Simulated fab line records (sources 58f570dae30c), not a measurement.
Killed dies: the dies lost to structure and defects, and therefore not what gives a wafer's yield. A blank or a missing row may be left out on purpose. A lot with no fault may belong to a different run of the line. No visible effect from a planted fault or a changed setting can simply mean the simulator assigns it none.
fab line records / flow berkeleyCmos170
record: lots: 15 wafers: 45 lastDay: 12
route steps=331 shown NVT@110 NLDD@163 SDANNEAL@205 V2@307
lots with no fault: from the same line, run without faults
startH: the number of hours between the record's first day and the start of the first shown wafer of the lot / waitH: how many hours have passed since the lot's step before this one / " same as the row above / L1.1+2: a single row standing in for several wafers / - no value, or no start was given / * or withheld: withheld / < > ~ a bound
route shown NAME@n: a module of which the file shows steps, and the number in the route of the first / usual: mean/standard deviation of fault-free wafers / same: alike in all rows / chamber/n: place in a boat / sites: readings site by site / _std_site: the standard deviation of these / _edge_site: the outer-site mean with the inner-site mean subtracted / radiusMm: for every site, how far away it sits from the centre of the wafer / mask NAME#n: copy n / behind: the tool/chamber that last shaped the wafer / hold: cause of the lot's hold/its duration in hours/its outcome / device: transistor that didn't switch, given as n, p or np / end of line: at the end of the route, the tests of the same wafers / for a step that has no rows: nothing shown but its recipe / killed: at the first sort, the dies lost to defects and structure; wafer yield is something else / map: per-die view of a wafer (x killed, . not killed, _ where there is no die)
set.NAME: the setting that was run; set.NAME@STEP: the one run at that earlier step / model.NAME: the simulator's own value behind a step, which no gauge read
a sample of lots followed through the steps of the route, with each step as a table and each wafer as a row
services: when a tool's chamber went out of use (startH, in hours from the record's first day, below 0 if earlier), for how many hours, and the reason
== steps ==
step: UCB170_NVT_OVL_MEAS_06
usual: NVT_OVL: 3/4.7
lot.wafer=L237.1 tool=overlay-02 chamber=- startH=119.40 waitH=- NVT_OVL[nm]=0
lot.wafer=L237.3 tool=overlay-02 chamber=- startH=119.40 waitH=- NVT_OVL[nm]=3
lot.wafer=L237.6 tool=overlay-02 chamber=- startH=119.40 waitH=- NVT_OVL[nm]=0
lot.wafer=L238.4 tool=overlay-02 chamber=- startH=119.64 waitH=- NVT_OVL[nm]=3
lot.wafer=L238.5 tool=overlay-02 chamber=- startH=119.64 waitH=- NVT_OVL[nm]=3
lot.wafer=L238.6 tool=overlay-02 chamber=- startH=119.64 waitH=- NVT_OVL[nm]=2
lot.wafer=L242.2 tool=overlay-02 chamber=- startH=124.17 waitH=- NVT_OVL[nm]=7
lot.wafer=L242.3 tool=overlay-02 chamber=- startH=124.17 waitH=- NVT_OVL[nm]=-1
lot.wafer=L242.5 tool=overlay-02 chamber=- startH=124.17 waitH=- NVT_OVL[nm]=-2
lot.wafer=L241.2 tool=overlay-02 chamber=- startH=124.40 waitH=- NVT_OVL[nm]=8
lot.wafer=L241.5 tool=overlay-02 chamber=- startH=124.40 waitH=- NVT_OVL[nm]=-3
lot.wafer=L241.6 tool=overlay-02 chamber=- startH=124.40 waitH=- NVT_OVL[nm]=8
lot.wafer=L239.1 tool=overlay-01 chamber=- startH=124.44 waitH=- NVT_OVL[nm]=7
lot.wafer=L239.4 tool=overlay-01 chamber=- startH=124.44 waitH=- NVT_OVL[nm]=12
lot.wafer=L239.6 tool=overlay-01 chamber=- startH=124.44 waitH=- NVT_OVL[nm]=2
lot.wafer=L245.2 tool=overlay-01 chamber=- startH=151.05 waitH=- NVT_OVL[nm]=-6
lot.wafer=L245.5 tool=overlay-01 chamber=- startH=151.05 waitH=- NVT_OVL[nm]=2
lot.wafer=L245.6 tool=overlay-01 chamber=- startH=151.05 waitH=- NVT_OVL[nm]=2
lot.wafer=L244.2 tool=overlay-02 chamber=- startH=151.10 waitH=- NVT_OVL[nm]=4
lot.wafer=L244.3 tool=overlay-02 chamber=- startH=151.10 waitH=- NVT_OVL[nm]=4
lot.wafer=L244.4 tool=overlay-02 chamber=- startH=151.10 waitH=- NVT_OVL[nm]=10
lot.wafer=L248.1 tool=overlay-01 chamber=- startH=158.31 waitH=- NVT_OVL[nm]=6
lot.wafer=L248.5 tool=overlay-01 chamber=- startH=158.31 waitH=- NVT_OVL[nm]=0
lot.wafer=L248.6 tool=overlay-01 chamber=- startH=158.31 waitH=- NVT_OVL[nm]=2
lot.wafer=L246.2 tool=overlay-02 chamber=- startH=158.43 waitH=- NVT_OVL[nm]=-3
lot.wafer=L246.3 tool=overlay-02 chamber=- startH=158.43 waitH=- NVT_OVL[nm]=2
lot.wafer=L246.4 tool=overlay-02 chamber=- startH=158.43 waitH=- NVT_OVL[nm]=0
lot.wafer=L252.1 tool=overlay-01 chamber=- startH=189.73 waitH=- NVT_OVL[nm]=1
lot.wafer=L252.5 tool=overlay-01 chamber=- startH=189.73 waitH=- NVT_OVL[nm]=-5
lot.wafer=L252.6 tool=overlay-01 chamber=- startH=189.73 waitH=- NVT_OVL[nm]=-4
lot.wafer=L253.2 tool=overlay-02 chamber=- startH=189.98 waitH=- NVT_OVL[nm]=4
lot.wafer=L253.3 tool=overlay-02 chamber=- startH=189.98 waitH=- NVT_OVL[nm]=2
lot.wafer=L253.6 tool=overlay-02 chamber=- startH=189.98 waitH=- NVT_OVL[nm]=2
lot.wafer=L256.4 tool=overlay-02 chamber=- startH=202.59 waitH=- NVT_OVL[nm]=-1
lot.wafer=L256.5 tool=overlay-02 chamber=- startH=202.59 waitH=- NVT_OVL[nm]=5
lot.wafer=L256.6 tool=overlay-02 chamber=- startH=202.59 waitH=- NVT_OVL[nm]=1
lot.wafer=L255.1 tool=overlay-01 chamber=- startH=202.81 waitH=- NVT_OVL[nm]=7
lot.wafer=L255.5 tool=overlay-01 chamber=- startH=202.81 waitH=- NVT_OVL[nm]=2
lot.wafer=L255.6 tool=overlay-01 chamber=- startH=202.81 waitH=- NVT_OVL[nm]=3
lot.wafer=L257.2 tool=overlay-02 chamber=- startH=216.86 waitH=- NVT_OVL[nm]=11
lot.wafer=L257.3 tool=overlay-02 chamber=- startH=216.86 waitH=- NVT_OVL[nm]=4
lot.wafer=L257.6 tool=overlay-02 chamber=- startH=216.86 waitH=- NVT_OVL[nm]=2
lot.wafer=L260.2 tool=overlay-02 chamber=- startH=221.56 waitH=- NVT_OVL[nm]=14
lot.wafer=L260.3 tool=overlay-02 chamber=- startH=221.56 waitH=- NVT_OVL[nm]=10
lot.wafer=L260.4 tool=overlay-02 chamber=- startH=221.56 waitH=- NVT_OVL[nm]=2
step: UCB170_NLDD_DEVELOP_05
recipe: developer: TMAH developTimeS: 45 resist: KrF devTempC: 21
usual: chillPlateTempC: 22.97/0.11 developTimeS: 45/0 developerTempC: 21.00/0.11
lot.wafer=L238.4 tool=lithoTrack-04 chamber=0 startH=136 waitH=- chillPlateTempC=23.02 developTimeS=45 developerTempC=20.93
lot.wafer=L238.5 tool=lithoTrack-04 chamber=0 startH=136 waitH=- chillPlateTempC=23.07 developTimeS=45 developerTempC=20.96
lot.wafer=L238.6 tool=lithoTrack-04 chamber=0 startH=136 waitH=- chillPlateTempC=22.95 developTimeS=45 developerTempC=21.10
lot.wafer=L237.1 tool=lithoTrack-04 chamber=0 startH=136 waitH=- chillPlateTempC=22.89 developTimeS=45 developerTempC=21.11
lot.wafer=L237.3 tool=lithoTrack-04 chamber=0 startH=137 waitH=- chillPlateTempC=22.84 developTimeS=45 developerTempC=21.19
lot.wafer=L237.6 tool=lithoTrack-04 chamber=0 startH=137 waitH=- chillPlateTempC=22.69 developTimeS=45 developerTempC=21.12
lot.wafer=L242.2 tool=lithoTrack-03 chamber=0 startH=143 waitH=- chillPlateTempC=22.89 developTimeS=45 developerTempC=21.12
lot.wafer=L242.3 tool=lithoTrack-03 chamber=0 startH=143 waitH=- chillPlateTempC=22.84 developTimeS=45 developerTempC=21.17
lot.wafer=L242.5 tool=lithoTrack-03 chamber=0 startH=143 waitH=- chillPlateTempC=22.97 developTimeS=45 developerTempC=20.94
lot.wafer=L239.1 tool=lithoTrack-03 chamber=0 startH=143 waitH=- chillPlateTempC=22.99 developTimeS=45 developerTempC=20.83
lot.wafer=L239.4 tool=lithoTrack-03 chamber=0 startH=144 waitH=- chillPlateTempC=22.89 developTimeS=45 developerTempC=20.89
lot.wafer=L239.6 tool=lithoTrack-03 chamber=0 startH=144 waitH=- chillPlateTempC=23.00 developTimeS=45 developerTempC=20.98
lot.wafer=L241.2 tool=lithoTrack-04 chamber=0 startH=144 waitH=- chillPlateTempC=23.09 developTimeS=45 developerTempC=20.87
lot.wafer=L241.5 tool=lithoTrack-04 chamber=0 startH=144 waitH=- chillPlateTempC=23.14 developTimeS=45 developerTempC=20.85
lot.wafer=L241.6 tool=lithoTrack-04 chamber=0 startH=144 waitH=- chillPlateTempC=23.03 developTimeS=45 developerTempC=20.86
lot.wafer=L245.2 tool=lithoTrack-02 chamber=0 startH=168 waitH=- chillPlateTempC=23.21 developTimeS=45 developerTempC=21.00
lot.wafer=L245.5 tool=lithoTrack-02 chamber=0 startH=168 waitH=- chillPlateTempC=23.09 developTimeS=45 developerTempC=20.85
lot.wafer=L245.6 tool=lithoTrack-02 chamber=0 startH=168 waitH=- chillPlateTempC=23.07 developTimeS=45 developerTempC=20.93
lot.wafer=L244.2 tool=lithoTrack-03 chamber=- startH=169 waitH=- chillPlateTempC=- developTimeS=- developerTempC=-
lot.wafer=L244.3 tool=lithoTrack-03 chamber=- startH=169 waitH=- chillPlateTempC=- developTimeS=- developerTempC=-
lot.wafer=L244.4 tool=lithoTrack-03 chamber=- startH=169 waitH=- chillPlateTempC=- developTimeS=- developerTempC=-
lot.wafer=L248.1 tool=lithoTrack-02 chamber=- startH=177 waitH=- chillPlateTempC=- developTimeS=- developerTempC=-
lot.wafer=L248.5 tool=lithoTrack-02 chamber=- startH=177 waitH=- chillPlateTempC=- developTimeS=- developerTempC=-
lot.wafer=L248.6 tool=lithoTrack-02 chamber=- startH=177 waitH=- chillPlateTempC=- developTimeS=- developerTempC=-
lot.wafer=L246.2 tool=lithoTrack-02 chamber=- startH=177 waitH=- chillPlateTempC=- developTimeS=- developerTempC=-
lot.wafer=L246.3 tool=lithoTrack-02 chamber=- startH=177 waitH=- chillPlateTempC=- developTimeS=- developerTempC=-
lot.wafer=L246.4 tool=lithoTrack-02 chamber=- startH=177 waitH=- chillPlateTempC=- developTimeS=- developerTempC=-
lot.wafer=L252.1 tool=lithoTrack-02 chamber=0 startH=208 waitH=- chillPlateTempC=22.83 developTimeS=45 developerTempC=21.09
lot.wafer=L252.5 tool=lithoTrack-02 chamber=0 startH=208 waitH=- chillPlateTempC=22.85 developTimeS=45 developerTempC=20.96
lot.wafer=L252.6 tool=lithoTrack-02 chamber=0 startH=208 waitH=- chillPlateTempC=22.89 developTimeS=45 developerTempC=21.11
lot.wafer=L253.2 tool=lithoTrack-03 chamber=0 startH=209 waitH=- chillPlateTempC=23.10 developTimeS=45 developerTempC=20.86
lot.wafer=L253.3 tool=lithoTrack-03 chamber=0 startH=209 waitH=- chillPlateTempC=23.03 developTimeS=45 developerTempC=20.91
lot.wafer=L253.6 tool=lithoTrack-03 chamber=0 startH=209 waitH=- chillPlateTempC=22.96 developTimeS=45 developerTempC=20.87
lot.wafer=L256.4 tool=lithoTrack-02 chamber=0 startH=218 waitH=- chillPlateTempC=22.97 developTimeS=45 developerTempC=21.11
lot.wafer=L256.5 tool=lithoTrack-02 chamber=0 startH=218 waitH=- chillPlateTempC=23.09 developTimeS=45 developerTempC=20.99
lot.wafer=L256.6 tool=lithoTrack-02 chamber=0 startH=218 waitH=- chillPlateTempC=22.94 developTimeS=45 developerTempC=20.96
lot.wafer=L255.1 tool=lithoTrack-04 chamber=0 startH=218 waitH=- chillPlateTempC=22.91 developTimeS=45 developerTempC=21.09
lot.wafer=L255.5 tool=lithoTrack-04 chamber=0 startH=218 waitH=- chillPlateTempC=22.97 developTimeS=45 developerTempC=20.91
lot.wafer=L255.6 tool=lithoTrack-04 chamber=0 startH=218 waitH=- chillPlateTempC=22.90 developTimeS=45 developerTempC=21.03
lot.wafer=L257.2 tool=lithoTrack-04 chamber=0 startH=233 waitH=- chillPlateTempC=23.14 developTimeS=45 developerTempC=20.97
lot.wafer=L257.3 tool=lithoTrack-04 chamber=0 startH=233 waitH=- chillPlateTempC=22.98 developTimeS=45 developerTempC=20.99
lot.wafer=L257.6 tool=lithoTrack-04 chamber=0 startH=233 waitH=- chillPlateTempC=23.05 developTimeS=45 developerTempC=20.96
lot.wafer=L260.2 tool=lithoTrack-02 chamber=0 startH=239 waitH=- chillPlateTempC=22.93 developTimeS=45 developerTempC=20.91
lot.wafer=L260.3 tool=lithoTrack-02 chamber=0 startH=239 waitH=- chillPlateTempC=22.79 developTimeS=45 developerTempC=21.11
lot.wafer=L260.4 tool=lithoTrack-02 chamber=0 startH=239 waitH=- chillPlateTempC=22.76 developTimeS=45 developerTempC=21.11
step: UCB170_SDANNEAL_RTA_01
recipe: tempC: 1050 timeS: 5 ambient: N2
usual: lampPowerPct: 38/4.6 wafer_temp_C_max: 1054.7/2.5
lot.wafer=L237.1 tool=rtpAnneal-02 chamber=0 startH=146.02 waitH=0.1 lampPowerPct=42 wafer_temp_C_max=1053.4
lot.wafer=L237.3 tool=rtpAnneal-02 chamber=0 startH=146.02 waitH=0.1 lampPowerPct=42 wafer_temp_C_max=1052.2
lot.wafer=L237.6 tool=rtpAnneal-02 chamber=0 startH=146.02 waitH=0.1 lampPowerPct=42 wafer_temp_C_max=1051.9
lot.wafer=L238.4 tool=rtpAnneal-02 chamber=0 startH=148.00 waitH=0.1 lampPowerPct=42 wafer_temp_C_max=1052.1
lot.wafer=L238.5 tool=rtpAnneal-02 chamber=0 startH=148.00 waitH=0.1 lampPowerPct=42 wafer_temp_C_max=1052.0
lot.wafer=L238.6 tool=rtpAnneal-02 chamber=0 startH=148.00 waitH=0.1 lampPowerPct=42 wafer_temp_C_max=1051.8
lot.wafer=L239.1 tool=rtpAnneal-02 chamber=0 startH=155.74 waitH=0.1 lampPowerPct=42 wafer_temp_C_max=1053.2
lot.wafer=L239.4 tool=rtpAnneal-02 chamber=0 startH=155.74 waitH=0.1 lampPowerPct=42 wafer_temp_C_max=1052.7
lot.wafer=L239.6 tool=rtpAnneal-02 chamber=0 startH=155.74 waitH=0.1 lampPowerPct=42 wafer_temp_C_max=1052.2
lot.wafer=L242.2 tool=rtpAnneal-01 chamber=0 startH=155.84 waitH=0.1 lampPowerPct=33 wafer_temp_C_max=1058.5
lot.wafer=L242.3 tool=rtpAnneal-01 chamber=0 startH=155.84 waitH=0.1 lampPowerPct=33 wafer_temp_C_max=1056.3
lot.wafer=L242.5 tool=rtpAnneal-01 chamber=0 startH=155.84 waitH=0.1 lampPowerPct=33 wafer_temp_C_max=1056.9
lot.wafer=L241.2 tool=rtpAnneal-02 chamber=0 startH=155.95 waitH=0.1 lampPowerPct=42 wafer_temp_C_max=1052.4
lot.wafer=L241.5 tool=rtpAnneal-02 chamber=0 startH=155.95 waitH=0.1 lampPowerPct=42 wafer_temp_C_max=1051.5
lot.wafer=L241.6 tool=rtpAnneal-02 chamber=0 startH=155.95 waitH=0.1 lampPowerPct=42 wafer_temp_C_max=1051.5
lot.wafer=L244.2 tool=rtpAnneal-01 chamber=0 startH=181.33 waitH=0.1 lampPowerPct=33 wafer_temp_C_max=1057.1
lot.wafer=L244.3 tool=rtpAnneal-01 chamber=0 startH=181.33 waitH=0.1 lampPowerPct=33 wafer_temp_C_max=1055.6
lot.wafer=L244.4 tool=rtpAnneal-01 chamber=0 startH=181.33 waitH=0.1 lampPowerPct=33 wafer_temp_C_max=1058.0
lot.wafer=L245.2 tool=rtpAnneal-02 chamber=0 startH=181.33 waitH=0.1 lampPowerPct=42 wafer_temp_C_max=1051.5
lot.wafer=L245.5 tool=rtpAnneal-02 chamber=0 startH=181.33 waitH=0.1 lampPowerPct=42 wafer_temp_C_max=1052.7
lot.wafer=L245.6 tool=rtpAnneal-02 chamber=0 startH=181.33 waitH=0.1 lampPowerPct=42 wafer_temp_C_max=1052.4
lot.wafer=L248.1 tool=rtpAnneal-02 chamber=0 startH=188.42 waitH=0.1 lampPowerPct=42 wafer_temp_C_max=1052.2
lot.wafer=L248.5 tool=rtpAnneal-02 chamber=0 startH=188.42 waitH=0.1 lampPowerPct=42 wafer_temp_C_max=1053.2
lot.wafer=L248.6 tool=rtpAnneal-02 chamber=0 startH=188.42 waitH=0.1 lampPowerPct=42 wafer_temp_C_max=1052.2
lot.wafer=L246.2 tool=rtpAnneal-01 chamber=0 startH=188.43 waitH=0.1 lampPowerPct=33 wafer_temp_C_max=1055.8
lot.wafer=L246.3 tool=rtpAnneal-01 chamber=0 startH=188.43 waitH=0.1 lampPowerPct=33 wafer_temp_C_max=1057.8
lot.wafer=L246.4 tool=rtpAnneal-01 chamber=0 startH=188.43 waitH=0.1 lampPowerPct=33 wafer_temp_C_max=1057.0
lot.wafer=L252.1 tool=rtpAnneal-02 chamber=0 startH=219.08 waitH=0.1 lampPowerPct=42 wafer_temp_C_max=1052.9
lot.wafer=L252.5 tool=rtpAnneal-02 chamber=0 startH=219.08 waitH=0.1 lampPowerPct=42 wafer_temp_C_max=1052.2
lot.wafer=L252.6 tool=rtpAnneal-02 chamber=0 startH=219.08 waitH=0.1 lampPowerPct=42 wafer_temp_C_max=1051.5
lot.wafer=L253.2 tool=rtpAnneal-01 chamber=0 startH=219.36 waitH=0.1 lampPowerPct=33 wafer_temp_C_max=1057.6
lot.wafer=L253.3 tool=rtpAnneal-01 chamber=0 startH=219.36 waitH=0.1 lampPowerPct=33 wafer_temp_C_max=1056.4
lot.wafer=L253.6 tool=rtpAnneal-01 chamber=0 startH=219.36 waitH=0.1 lampPowerPct=33 wafer_temp_C_max=1056.7
lot.wafer=L255.1 tool=rtpAnneal-02 chamber=0 startH=227.89 waitH=0.1 lampPowerPct=42 wafer_temp_C_max=1052.6
lot.wafer=L255.5 tool=rtpAnneal-02 chamber=0 startH=227.89 waitH=0.1 lampPowerPct=42 wafer_temp_C_max=1053.7
lot.wafer=L255.6 tool=rtpAnneal-02 chamber=0 startH=227.89 waitH=0.1 lampPowerPct=42 wafer_temp_C_max=1052.1
lot.wafer=L256.4 tool=rtpAnneal-01 chamber=0 startH=227.92 waitH=0.1 lampPowerPct=33 wafer_temp_C_max=1058.5
lot.wafer=L256.5 tool=rtpAnneal-01 chamber=0 startH=227.92 waitH=0.1 lampPowerPct=33 wafer_temp_C_max=1059.4
lot.wafer=L256.6 tool=rtpAnneal-01 chamber=0 startH=227.92 waitH=0.1 lampPowerPct=33 wafer_temp_C_max=1055.6
lot.wafer=L257.2 tool=rtpAnneal-01 chamber=0 startH=244.96 waitH=0.1 lampPowerPct=33 wafer_temp_C_max=1059.5
lot.wafer=L257.3 tool=rtpAnneal-01 chamber=0 startH=244.96 waitH=0.1 lampPowerPct=33 wafer_temp_C_max=1055.7
lot.wafer=L257.6 tool=rtpAnneal-01 chamber=0 startH=244.96 waitH=0.1 lampPowerPct=33 wafer_temp_C_max=1057.4
lot.wafer=L260.2 tool=rtpAnneal-02 chamber=0 startH=250.05 waitH=0.1 lampPowerPct=42 wafer_temp_C_max=1053.3
lot.wafer=L260.3 tool=rtpAnneal-02 chamber=0 startH=250.05 waitH=0.1 lampPowerPct=42 wafer_temp_C_max=1052.9
lot.wafer=L260.4 tool=rtpAnneal-02 chamber=0 startH=250.05 waitH=0.1 lampPowerPct=42 wafer_temp_C_max=1051.9
step: UCB170_V2_STRIP_15
recipe: chemistry: O2 powerW: 400 pressureMtorr: 3500 platenTempC: withheld o2FlowSccm: 400 overashFraction: 0.5
usual: drypumpMotorCurrentA: 5.5/0.41 oesProductAu: 0.722/0.0047 stripTimeToEndpointS: 15.32/0.096
lot.wafer=L238.4 tool=plasmaAsher-01 chamber=0 startH=167.58 waitH=0.1 drypumpMotorCurrentA=5.0 oesProductAu=0.722 rfHoursCounterH=- stripTimeToEndpointS=15.20
lot.wafer=L238.5 tool=plasmaAsher-01 chamber=1 startH=167.58 waitH=0.1 drypumpMotorCurrentA=5.8 oesProductAu=0.717 rfHoursCounterH=- stripTimeToEndpointS=15.27
lot.wafer=L238.6 tool=plasmaAsher-01 chamber=0 startH=167.58 waitH=0.1 drypumpMotorCurrentA=5.0 oesProductAu=0.719 rfHoursCounterH=- stripTimeToEndpointS=15.38
lot.wafer=L237.1 tool=plasmaAsher-04 chamber=1 startH=167.79 waitH=0.1 drypumpMotorCurrentA=5.5 oesProductAu=0.733 rfHoursCounterH=44 stripTimeToEndpointS=15.36
lot.wafer=L237.3 tool=plasmaAsher-04 chamber=1 startH=167.79 waitH=0.1 drypumpMotorCurrentA=5.5 oesProductAu=0.718 rfHoursCounterH=- stripTimeToEndpointS=15.53
lot.wafer=L237.6 tool=plasmaAsher-04 chamber=0 startH=167.79 waitH=0.1 drypumpMotorCurrentA=6.2 oesProductAu=0.724 rfHoursCounterH=- stripTimeToEndpointS=15.20
lot.wafer=L242.2 tool=plasmaAsher-01 chamber=0 startH=175.78 waitH=0.1 drypumpMotorCurrentA=5.0 oesProductAu=0.719 rfHoursCounterH=41 stripTimeToEndpointS=15.45
lot.wafer=L242.3 tool=plasmaAsher-01 chamber=1 startH=175.78 waitH=0.1 drypumpMotorCurrentA=5.8 oesProductAu=0.721 rfHoursCounterH=- stripTimeToEndpointS=15.21
lot.wafer=L242.5 tool=plasmaAsher-01 chamber=1 startH=175.78 waitH=0.1 drypumpMotorCurrentA=5.8 oesProductAu=0.724 rfHoursCounterH=- stripTimeToEndpointS=15.31
lot.wafer=L241.2 tool=plasmaAsher-03 chamber=0 startH=177.38 waitH=0.1 drypumpMotorCurrentA=5.5 oesProductAu=0.719 rfHoursCounterH=6 stripTimeToEndpointS=15.28
lot.wafer=L241.5 tool=plasmaAsher-03 chamber=0 startH=177.38 waitH=0.1 drypumpMotorCurrentA=5.5 oesProductAu=0.720 rfHoursCounterH=- stripTimeToEndpointS=15.30
lot.wafer=L241.6 tool=plasmaAsher-03 chamber=1 startH=177.38 waitH=0.1 drypumpMotorCurrentA=5.1 oesProductAu=0.724 rfHoursCounterH=- stripTimeToEndpointS=15.37
lot.wafer=L239.1 tool=plasmaAsher-03 chamber=1 startH=177.70 waitH=0.1 drypumpMotorCurrentA=5.1 oesProductAu=0.718 rfHoursCounterH=7 stripTimeToEndpointS=15.17
lot.wafer=L239.4 tool=plasmaAsher-03 chamber=0 startH=177.70 waitH=0.1 drypumpMotorCurrentA=5.5 oesProductAu=0.721 rfHoursCounterH=- stripTimeToEndpointS=15.25
lot.wafer=L239.6 tool=plasmaAsher-03 chamber=1 startH=177.70 waitH=0.1 drypumpMotorCurrentA=5.0 oesProductAu=0.720 rfHoursCounterH=- stripTimeToEndpointS=15.39
lot.wafer=L245.2 tool=plasmaAsher-03 chamber=1 startH=203.25 waitH=0.1 drypumpMotorCurrentA=5.1 oesProductAu=0.715 rfHoursCounterH=10 stripTimeToEndpointS=15.35
lot.wafer=L245.5 tool=plasmaAsher-03 chamber=0 startH=203.25 waitH=0.1 drypumpMotorCurrentA=5.5 oesProductAu=0.723 rfHoursCounterH=- stripTimeToEndpointS=15.31
lot.wafer=L245.6 tool=plasmaAsher-03 chamber=1 startH=203.25 waitH=0.1 drypumpMotorCurrentA=5.1 oesProductAu=0.721 rfHoursCounterH=- stripTimeToEndpointS=15.40
lot.wafer=L244.2 tool=plasmaAsher-04 chamber=0 startH=203.71 waitH=0.1 drypumpMotorCurrentA=6.2 oesProductAu=0.728 rfHoursCounterH=48 stripTimeToEndpointS=15.34
lot.wafer=L244.3 tool=plasmaAsher-04 chamber=0 startH=203.71 waitH=0.1 drypumpMotorCurrentA=6.2 oesProductAu=0.727 rfHoursCounterH=- stripTimeToEndpointS=15.52
lot.wafer=L244.4 tool=plasmaAsher-04 chamber=1 startH=203.71 waitH=0.1 drypumpMotorCurrentA=5.5 oesProductAu=0.730 rfHoursCounterH=- stripTimeToEndpointS=15.23
lot.wafer=L246.2 tool=plasmaAsher-04 chamber=1 startH=210.71 waitH=0.1 drypumpMotorCurrentA=5.5 oesProductAu=0.725 rfHoursCounterH=49 stripTimeToEndpointS=15.28
lot.wafer=L246.3 tool=plasmaAsher-04 chamber=1 startH=210.71 waitH=0.1 drypumpMotorCurrentA=5.5 oesProductAu=0.715 rfHoursCounterH=- stripTimeToEndpointS=15.10
lot.wafer=L246.4 tool=plasmaAsher-04 chamber=0 startH=210.71 waitH=0.1 drypumpMotorCurrentA=6.2 oesProductAu=0.719 rfHoursCounterH=- stripTimeToEndpointS=15.40
lot.wafer=L248.1 tool=plasmaAsher-04 chamber=1 startH=211.32 waitH=0.1 drypumpMotorCurrentA=5.5 oesProductAu=0.723 rfHoursCounterH=49 stripTimeToEndpointS=15.44
lot.wafer=L248.5 tool=plasmaAsher-04 chamber=1 startH=211.32 waitH=0.1 drypumpMotorCurrentA=5.5 oesProductAu=0.718 rfHoursCounterH=- stripTimeToEndpointS=15.40
lot.wafer=L248.6 tool=plasmaAsher-04 chamber=0 startH=211.32 waitH=0.1 drypumpMotorCurrentA=6.2 oesProductAu=0.721 rfHoursCounterH=- stripTimeToEndpointS=15.28
lot.wafer=L252.1 tool=plasmaAsher-04 chamber=1 startH=240.12 waitH=0.1 drypumpMotorCurrentA=5.5 oesProductAu=0.717 rfHoursCounterH=53 stripTimeToEndpointS=15.25
lot.wafer=L252.5 tool=plasmaAsher-04 chamber=0 startH=240.12 waitH=0.1 drypumpMotorCurrentA=6.2 oesProductAu=0.725 rfHoursCounterH=- stripTimeToEndpointS=15.27
lot.wafer=L252.6 tool=plasmaAsher-04 chamber=1 startH=240.12 waitH=0.1 drypumpMotorCurrentA=5.5 oesProductAu=0.724 rfHoursCounterH=- stripTimeToEndpointS=15.38
lot.wafer=L253.2 tool=plasmaAsher-03 chamber=1 startH=240.36 waitH=0.1 drypumpMotorCurrentA=5.1 oesProductAu=0.714 rfHoursCounterH=14 stripTimeToEndpointS=15.42
lot.wafer=L253.3 tool=plasmaAsher-03 chamber=1 startH=240.36 waitH=0.1 drypumpMotorCurrentA=5.1 oesProductAu=0.726 rfHoursCounterH=- stripTimeToEndpointS=15.28
lot.wafer=L253.6 tool=plasmaAsher-03 chamber=0 startH=240.36 waitH=0.1 drypumpMotorCurrentA=5.5 oesProductAu=0.724 rfHoursCounterH=- stripTimeToEndpointS=15.36
lot.wafer=L256.4 tool=plasmaAsher-01 chamber=0 startH=244.69 waitH=0.1 drypumpMotorCurrentA=5.0 oesProductAu=0.724 rfHoursCounterH=- stripTimeToEndpointS=15.22
lot.wafer=L256.5 tool=plasmaAsher-01 chamber=1 startH=244.69 waitH=0.1 drypumpMotorCurrentA=5.8 oesProductAu=0.717 rfHoursCounterH=- stripTimeToEndpointS=15.53
lot.wafer=L256.6 tool=plasmaAsher-01 chamber=0 startH=244.69 waitH=0.1 drypumpMotorCurrentA=5.0 oesProductAu=0.722 rfHoursCounterH=- stripTimeToEndpointS=15.48
lot.wafer=L255.1 tool=plasmaAsher-03 chamber=0 startH=244.78 waitH=0.1 drypumpMotorCurrentA=5.5 oesProductAu=0.722 rfHoursCounterH=15 stripTimeToEndpointS=15.16
lot.wafer=L255.5 tool=plasmaAsher-03 chamber=1 startH=244.78 waitH=0.1 drypumpMotorCurrentA=5.1 oesProductAu=0.722 rfHoursCounterH=- stripTimeToEndpointS=15.30
lot.wafer=L255.6 tool=plasmaAsher-03 chamber=0 startH=244.78 waitH=0.1 drypumpMotorCurrentA=5.5 oesProductAu=0.727 rfHoursCounterH=- stripTimeToEndpointS=15.21
lot.wafer=L257.2 tool=plasmaAsher-03 chamber=0 startH=264.90 waitH=0.1 drypumpMotorCurrentA=5.5 oesProductAu=0.717 rfHoursCounterH=17 stripTimeToEndpointS=15.14
lot.wafer=L257.3 tool=plasmaAsher-03 chamber=0 startH=264.90 waitH=0.1 drypumpMotorCurrentA=5.5 oesProductAu=0.721 rfHoursCounterH=- stripTimeToEndpointS=15.21
lot.wafer=L257.6 tool=plasmaAsher-03 chamber=0 startH=264.90 waitH=0.1 drypumpMotorCurrentA=5.5 oesProductAu=0.725 rfHoursCounterH=- stripTimeToEndpointS=15.24
lot.wafer=L260.2 tool=plasmaAsher-04 chamber=0 startH=273.85 waitH=0.1 drypumpMotorCurrentA=6.2 oesProductAu=0.719 rfHoursCounterH=57 stripTimeToEndpointS=15.31
lot.wafer=L260.3 tool=plasmaAsher-04 chamber=0 startH=273.85 waitH=0.1 drypumpMotorCurrentA=6.2 oesProductAu=0.716 rfHoursCounterH=- stripTimeToEndpointS=15.26
lot.wafer=L260.4 tool=plasmaAsher-04 chamber=1 startH=273.85 waitH=0.1 drypumpMotorCurrentA=5.5 oesProductAu=0.722 rfHoursCounterH=- stripTimeToEndpointS=15.50
== services ==
tool=plasmaAsher-03 chamber=0 startH=117.75 hours=- kind=clean
tool=plasmaAsher-03 chamber=1 startH=117.75 hours=- kind=clean
tool=plasmaAsher-03 chamber=- startH=127.54 hours=3.8 kind=repair
tool=plasmaAsher-03 chamber=- startH=131.06 hours=4.1 kind=repair
tool=plasmaAsher-04 chamber=- startH=172.07 hours=9.8 kind=repair
tool=plasmaAsher-01 chamber=- startH=193.04 hours=16.4 kind=repair
tool=rtpAnneal-02 chamber=- startH=216.36 hours=1.1 kind=repair
tool=rtpAnneal-01 chamber=- startH=228.54 hours=3.7 kind=pm
tool=plasmaAsher-01 chamber=- startH=249.44 hours=28.1 kind=pm
== key ==
firstSign: step: UCB170_NLDD_DEVELOP_05 reading: toolRecord direction: missing
effect none on later readings
metAt UCB170_NLDD_DEVELOP_05
struckLots L244,L246,L248
sortLeftOut L244.2,L244.3,L244.4,L246.2,L246.3,L246.4,L248.1,L248.5,L248.6
testerLeftOut L244,L246,L248
notActingAt UCB170_NVT_OVL_MEAS_06,UCB170_SDANNEAL_RTA_01,UCB170_V2_STRIP_15
onsetBetween 168 169
fault: kind: skippedStepWhole tool: lithoTrack-02,lithoTrack-03 chamber: - onsetH: 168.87 steps: UCB170_NLDD_DEVELOP_05 scope: struckLotsOnly
testerLeftOut: of these lots the tester's yield and bins aren't shown, on N5 and GAA mostly nor the transistor test; their killed dies are dies lost to structure and defects alone, not to doping, threshold or leakage, so they don't give the yield
sortLeftOut: the simulated sort isn't trusted on such a fault, so these wafers' sort isn't shown, and their yield isn't known
